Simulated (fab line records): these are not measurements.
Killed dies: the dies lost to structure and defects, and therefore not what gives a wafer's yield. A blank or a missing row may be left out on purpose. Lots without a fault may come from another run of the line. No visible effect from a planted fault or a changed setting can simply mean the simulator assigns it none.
Which tool is to blame? / flow rit-cmos / 33 wafers from 11 lots sampled at 4 of the route's 202 steps

WHAT THE GAUGES SHOWED, per wafer
RIT_M1_CD_MEAS_09: target cd 2600 nm. Usual: 2600.3 nm for cd-nm, sd 2.1.
lot=L878; measured=day 3 14:28; on=cd-sem-01; cd-nm (nm)=2601.0 2597.0 2599.5; flag=
lot=L879; measured=day 3 19:49; on=cd-sem-02; cd-nm (nm)=2597.4 2599.2 2598.0; flag=
lot=L882; measured=day 4 13:52; on=cd-sem-01; cd-nm (nm)=2601.4 2601.1 2602.8; flag=
lot=L887; measured=day 5 13:34; on=cd-sem-02; cd-nm (nm)=2593.6 2596.9 2595.3; flag=
lot=L889; measured=day 6 00:43; on=cd-sem-01; cd-nm (nm)=2603.0 2601.8 2602.4; flag=
lot=L891; measured=day 6 03:40; on=cd-sem-02; cd-nm (nm)=2598.4 2599.3 2596.6; flag=
lot=L895; measured=day 7 12:47; on=cd-sem-02; cd-nm (nm)=2600.5 2603.1 2603.2; flag=
lot=L896; measured=day 7 18:29; on=cd-sem-02; cd-nm (nm)=2600.5 2600.3 2600.7; flag=
lot=L897; measured=day 8 01:19; on=cd-sem-02; cd-nm (nm)=2599.7 2598.9 2600.4; flag=
lot=L900; measured=day 8 08:34; on=cd-sem-01; cd-nm (nm)=2597.6 2599.2 2598.3; flag=
lot=L901; measured=day 8 13:54; on=cd-sem-01; cd-nm (nm)=2600.2 2602.9 2600.7; flag=

RIT_M1_OVL_MEAS_10. Usual: M1_OVL typically reads 0.2 nm, with standard deviation 1.3.
lot=L878; measured=day 3 14:35; on=overlay-02; M1_OVL (nm)=0.3 2.1 2.9; flag=
lot=L879; measured=day 3 19:55; on=overlay-02; M1_OVL (nm)=0.6 -1.4 0.9; flag=
lot=L882; measured=day 4 13:59; on=overlay-02; M1_OVL (nm)=-0.1 2.2 0.6; flag=
lot=L887; measured=day 5 13:41; on=overlay-02; M1_OVL (nm)=-1.7 0.5 0.9; flag=
lot=L889; measured=day 6 00:49; on=overlay-02; M1_OVL (nm)=-0.4 1.4 0.3; flag=
lot=L891; measured=day 6 03:47; on=overlay-01; M1_OVL (nm)=-0.5 0.4 -0.3; flag=
lot=L895; measured=day 7 12:54; on=overlay-02; M1_OVL (nm)=1.1 1.8 1.1; flag=
lot=L896; measured=day 7 18:37; on=overlay-02; M1_OVL (nm)=0.0 -1.0 -0.1; flag=
lot=L897; measured=day 8 01:26; on=overlay-01; M1_OVL (nm)=-2.2 0.8 0.4; flag=
lot=L900; measured=day 8 08:41; on=overlay-01; M1_OVL (nm)=-2.9 -1.4 -1.4; flag=
lot=L901; measured=day 8 14:01; on=overlay-01; M1_OVL (nm)=-2.3 -0.2 2.8; flag=

WHAT TOOL EACH LOT RAN ON (gives the tool, then ch and the chambers of the sampled wafers, and finally the start)
lot=L878; RIT_ACTIVE_SOFTBAKE_07=litho-track-03 ch 0, day 1 14:57; RIT_PLDD_STRIP_09=plasma-asher-02 ch 0,1, day 3 03:04
lot=L879; RIT_ACTIVE_SOFTBAKE_07=litho-track-04 ch 0, day 1 21:29; RIT_PLDD_STRIP_09=plasma-asher-02 ch 0,1, day 3 08:50
lot=L882; RIT_ACTIVE_SOFTBAKE_07=litho-track-04 ch 0, day 2 12:14; RIT_PLDD_STRIP_09=plasma-asher-03 ch 0, day 4 01:34
lot=L887; RIT_ACTIVE_SOFTBAKE_07=litho-track-03 ch 0, day 3 13:56; RIT_PLDD_STRIP_09=plasma-asher-02 ch 0, day 5 00:14
lot=L889; RIT_ACTIVE_SOFTBAKE_07=litho-track-03 ch 0, day 3 20:55; RIT_PLDD_STRIP_09=plasma-asher-02 ch 0,1, day 5 12:25
lot=L891; RIT_ACTIVE_SOFTBAKE_07=litho-track-01 ch 0, day 4 07:14; RIT_PLDD_STRIP_09=plasma-asher-01 ch 0,1, day 5 16:05
lot=L895; RIT_ACTIVE_SOFTBAKE_07=litho-track-04 ch 0, day 5 05:24; RIT_PLDD_STRIP_09=plasma-asher-03 ch 0,1, day 7 00:29
lot=L896; RIT_ACTIVE_SOFTBAKE_07=litho-track-04 ch 0, day 5 08:47; RIT_PLDD_STRIP_09=plasma-asher-01 ch 0,1, day 7 06:43
lot=L897; RIT_ACTIVE_SOFTBAKE_07=litho-track-01 ch 0, day 5 13:58; RIT_PLDD_STRIP_09=plasma-asher-02 ch 0,1, day 7 14:17
lot=L900; RIT_ACTIVE_SOFTBAKE_07=litho-track-04 ch 0, day 6 08:14; RIT_PLDD_STRIP_09=plasma-asher-03 ch 0,1, day 7 20:12
lot=L901; RIT_ACTIVE_SOFTBAKE_07=litho-track-01 ch 0, day 6 14:17; RIT_PLDD_STRIP_09=plasma-asher-02 ch 0,1, day 8 01:56
- RIT_ACTIVE_SOFTBAKE_07: time 60 s.
- RIT_PLDD_STRIP_09: strips in O2, time 180 s.

WHAT THE TOOLS THEMSELVES READ (means of the sampled wafers that have a number; where no wafer has one, the mark that the record gives instead)
RIT_ACTIVE_SOFTBAKE_07. Usual: heater-power-total-W 34.56 W, standard deviation 0.05; plate-temp-C 89.99 C, standard deviation 0.13.
lot=L878; tool=litho-track-03; heater-power-total-W (W)=34.52; plate-temp-C (C)=89.99; flag=
lot=L879; tool=litho-track-04; heater-power-total-W (W)=34.52; plate-temp-C (C)=89.97; flag=
lot=L882; tool=litho-track-04; heater-power-total-W (W)=34.56; plate-temp-C (C)=89.96; flag=
lot=L887; tool=litho-track-03; heater-power-total-W (W)=35.62; plate-temp-C (C)=92.10; flag=OFF
lot=L889; tool=litho-track-03; heater-power-total-W (W)=35.59; plate-temp-C (C)=91.96; flag=OFF
lot=L891; tool=litho-track-01; heater-power-total-W (W)=34.55; plate-temp-C (C)=90.06; flag=
lot=L895; tool=litho-track-04; heater-power-total-W (W)=34.60; plate-temp-C (C)=89.89; flag=
lot=L896; tool=litho-track-04; heater-power-total-W (W)=34.53; plate-temp-C (C)=90.13; flag=
lot=L897; tool=litho-track-01; heater-power-total-W (W)=34.56; plate-temp-C (C)=90.06; flag=
lot=L900; tool=litho-track-04; heater-power-total-W (W)=34.61; plate-temp-C (C)=89.85; flag=
lot=L901; tool=litho-track-01; heater-power-total-W (W)=34.62; plate-temp-C (C)=90.03; flag=

RIT_PLDD_STRIP_09. Usual: drypump-motor-current-A 5.8 A, standard deviation 0.56; rf-refl-power-W 6.2 W, standard deviation 1.3.
lot=L878; tool=plasma-asher-02; drypump-motor-current-A (A)=5.6; rf-refl-power-W (W)=7.3; flag=
lot=L879; tool=plasma-asher-02; drypump-motor-current-A (A)=6.0; rf-refl-power-W (W)=6.0; flag=
lot=L882; tool=plasma-asher-03; drypump-motor-current-A (A)=6.2; rf-refl-power-W (W)=5.9; flag=
lot=L887; tool=plasma-asher-02; drypump-motor-current-A (A)=5.1; rf-refl-power-W (W)=9.0; flag=
lot=L889; tool=plasma-asher-02; drypump-motor-current-A (A)=6.1; rf-refl-power-W (W)=6.0; flag=
lot=L891; tool=plasma-asher-01; drypump-motor-current-A (A)=5.3; rf-refl-power-W (W)=5.7; flag=
lot=L895; tool=plasma-asher-03; drypump-motor-current-A (A)=5.8; rf-refl-power-W (W)=5.8; flag=
lot=L896; tool=plasma-asher-01; drypump-motor-current-A (A)=5.5; rf-refl-power-W (W)=6.6; flag=
lot=L897; tool=plasma-asher-02; drypump-motor-current-A (A)=6.1; rf-refl-power-W (W)=6.1; flag=
lot=L900; tool=plasma-asher-03; drypump-motor-current-A (A)=6.0; rf-refl-power-W (W)=6.1; flag=
lot=L901; tool=plasma-asher-02; drypump-motor-current-A (A)=6.1; rf-refl-power-W (W)=6.1; flag=

THE ANSWER, worked out from the rows above alone
Rule: a lot counts as off when the mean over its wafers that have a number is more than 3 standard deviations away from the usual mean. A lot without any number at a reading at which 4 lots or more have one is off too. All remaining lots with rows at the step are treated as sound. After the gauges, taken in route order, come the tools' own readings; for these a lot's mean is taken, as printed above. At the first step where some lot is off, the reading lying furthest off is the one used; lots without a number count as furthest.
Off: L887, L889, at RIT_ACTIVE_SOFTBAKE_07 (heater-power-total-W).
If a tool, at that step or one of the process steps before it, ran each lot that is off and ran no sound lot following the first of them, it fits. One fits: RIT_ACTIVE_SOFTBAKE_07 on litho-track-03. A fault onset in the window from L878 (day 1 14:57, its last sound lot) to L887 (day 3 13:56, its first lot off) fits.
The tool's own readings at RIT_ACTIVE_SOFTBAKE_07 bear it out: on the lots that are off they differ by more than 5 times the standard deviation of the sound lots' means. heater-power-total-W reads 35.61 W there against 34.56 W on the sound lots; plate-temp-C reads 92.03 C there against 89.99 C on the sound lots.

WHAT HAD BEEN PUT IN BY THE SIMULATOR
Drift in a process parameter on litho-track-03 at RIT_ACTIVE_SOFTBAKE_07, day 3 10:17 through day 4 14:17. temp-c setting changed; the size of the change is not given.
Lots struck among those shown: L887, L889. Same finding as the rule above.
